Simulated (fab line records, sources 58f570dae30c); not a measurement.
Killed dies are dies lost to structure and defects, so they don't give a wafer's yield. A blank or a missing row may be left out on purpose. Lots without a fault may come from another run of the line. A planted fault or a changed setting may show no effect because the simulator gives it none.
A struck lot beside a sound one | flow berkeley_cmos170 | 27 steps out of a route of 331
Sound: wafers L883.1, L883.2, L883.5. Struck: wafers L884.1, L884.3, L884.4. The cause comes at the end.
At each step with rows: each side's tool, then ch and its chambers, then its first start. Under that, the readings that differ: sound wafers | struck wafers | difference of the means | sigmas: that difference in standard deviations of wafers without a fault.
alike: readings whose means differ by less than 2 such deviations, and words and numbers that are the same on both sides. not compared: withheld readings, readings that some wafer has no value for, bounds like >300 that may hide the same value, and numbers for which the record gives no deviation and whose values overlap.
The two part at a step that has a row with sigmas, a row that says differs or no value, or rows on one side only. Numbers that don't overlap but have no deviation are shown without sigmas and don't part them. A reading that every wafer of one side lacks parts them only if that side has two wafers or more.

first, 1 step without rows for these wafers: UCB170_PSD_IMPLANT_08.
UCB170_PSD_STRIP_09: strips in O2.
  sound on plasma_asher-01 ch 0,1, day 9 16:20; struck on plasma_asher-03 ch 0,1, day 9 16:09
  alike: drypump_motor_current_A, oes_product_au, strip_time_to_endpoint_s
  not compared: rf_hours_counter_h
UCB170_PSD_TW_MEAS_10:
  sound on film_metro-04, day 9 16:26; struck on film_metro-04, day 9 16:15
  alike: PSD_TW
then, 7 steps without rows for these wafers: UCB170_PSD_CLEAN_11 (cleans in SPM, time 600 s); UCB170_NSD_HMDS_00 (prime time 60 s); UCB170_NSD_COAT_01 (resist thk 900 nm); UCB170_NSD_SOFTBAKE_02 (time 60 s); UCB170_NSD_EXPOSE_03 (exposes mask NSELECT MOD, target cd 1200 nm); UCB170_NSD_PEB_04; UCB170_NSD_DEVELOP_05 (develop time 45 s).
UCB170_NSD_CD_MEAS_06: target cd 1200 nm.
  sound on cd_sem-01, day 9 18:13; struck on cd_sem-01, day 9 18:29
  alike: cd_nm
UCB170_NSD_OVL_MEAS_07:
  sound on overlay-01, day 9 18:20; struck on overlay-01, day 9 18:37
  alike: NSD_OVL
UCB170_NSD_IMPLANT_08:
  sound on implanter-02 ch 0, day 9 18:22; struck on implanter-01 ch 0, day 9 18:58
  alike: tilt_deg
UCB170_NSD_STRIP_09: strips in O2.
  sound on plasma_asher-01 ch 0,1, day 9 18:31; struck on plasma_asher-03 ch 0,1, day 9 19:07
  reading                      | sound             | struck            | difference | sigmas
  oes_product_au (a.u.)        | 0.530 0.532 0.539 | 0.488 0.479 0.489 | -0.048     | -12
  strip_time_to_endpoint_s (s) | 35.87 35.87 35.82 | 42.72 42.76 42.72 | +6.88      | +97
  alike: drypump_motor_current_A
  not compared: rf_hours_counter_h
UCB170_NSD_TW_MEAS_10:
  sound on film_metro-02, day 9 18:37; struck on film_metro-01, day 9 19:13
  reading | sound          | struck         | difference | sigmas
  NSD_TW  | 4163 4163 4134 | 4362 4353 4366 | +207       | +5
then, 4 steps without rows for these wafers: UCB170_NSD_CLEAN_11 (cleans in SPM, time 600 s); UCB170_BACKSIDE_HMDS_00 (prime time 60 s); UCB170_BACKSIDE_COAT_01 (resist thk 900 nm); UCB170_BACKSIDE_SOFTBAKE_02 (time 60 s).
UCB170_BACKSIDE_STRIP_03: strips in O2.
  sound on plasma_asher-04 ch 0,1, day 9 19:39; struck on plasma_asher-02 ch 0,1, day 9 19:58
  alike: drypump_motor_current_A, oes_product_au, strip_time_to_endpoint_s
  not compared: rf_hours_counter_h
then, 1 step without rows for these wafers: UCB170_BACKSIDE_CLEAN_04 (cleans in SPM, time 600 s).
UCB170_SDANNEAL_RTA_00: time 10 s.
  sound on rtp_anneal-02 ch 0, day 9 19:56; struck on rtp_anneal-01 ch 0, day 9 20:14
  reading            | sound          | struck         | difference | sigmas
  lamp_power_pct (%) | 24.3 24.3 24.3 | 23.2 23.2 23.2 | -1.1       | -2
  alike: wafer_temp_C_max
UCB170_SDANNEAL_RTA_01: time 5 s.
  sound on rtp_anneal-02 ch 0, day 9 20:00; struck on rtp_anneal-01 ch 0, day 9 20:19
  reading            | sound                | struck               | difference | sigmas
  lamp_power_pct (%) | 37.5 37.5 37.5       | 35.8 35.8 35.9       | -1.7       | -2
  wafer_temp_C_max   | 1055.9 1056.4 1055.8 | 1052.2 1052.0 1053.2 | -3.6       | -2
UCB170_SDANNEAL_RS_MEAS_02: measures by four-point-probe.
  sound on film_metro-01, day 9 20:03; struck on film_metro-04, day 9 20:22
  alike: PSD_RS
UCB170_SDANNEAL_RS_MEAS_03: measures by four-point-probe.
  sound on film_metro-01, day 9 20:10; struck on film_metro-04, day 9 20:29
  reading         | sound             | struck            | difference | sigmas
  NSD_RS (ohm/sq) | 37.09 37.18 37.27 | 30.19 30.15 30.17 | -7.01      | -70
UCB170_SDANNEAL_RS_MEAS_04: measures by four-point-probe.
  sound on film_metro-01, day 9 20:17; struck on film_metro-04, day 9 20:37
  alike: PLDD_RS
UCB170_M3_PROBE_99:
  the record has rows for the struck wafers here (prober-02, day 10 20:59) and none for the sound ones

WHERE THEY PART
First at UCB170_NSD_STRIP_09; last, within this record, at UCB170_M3_PROBE_99.

WHY: what the simulator had put in
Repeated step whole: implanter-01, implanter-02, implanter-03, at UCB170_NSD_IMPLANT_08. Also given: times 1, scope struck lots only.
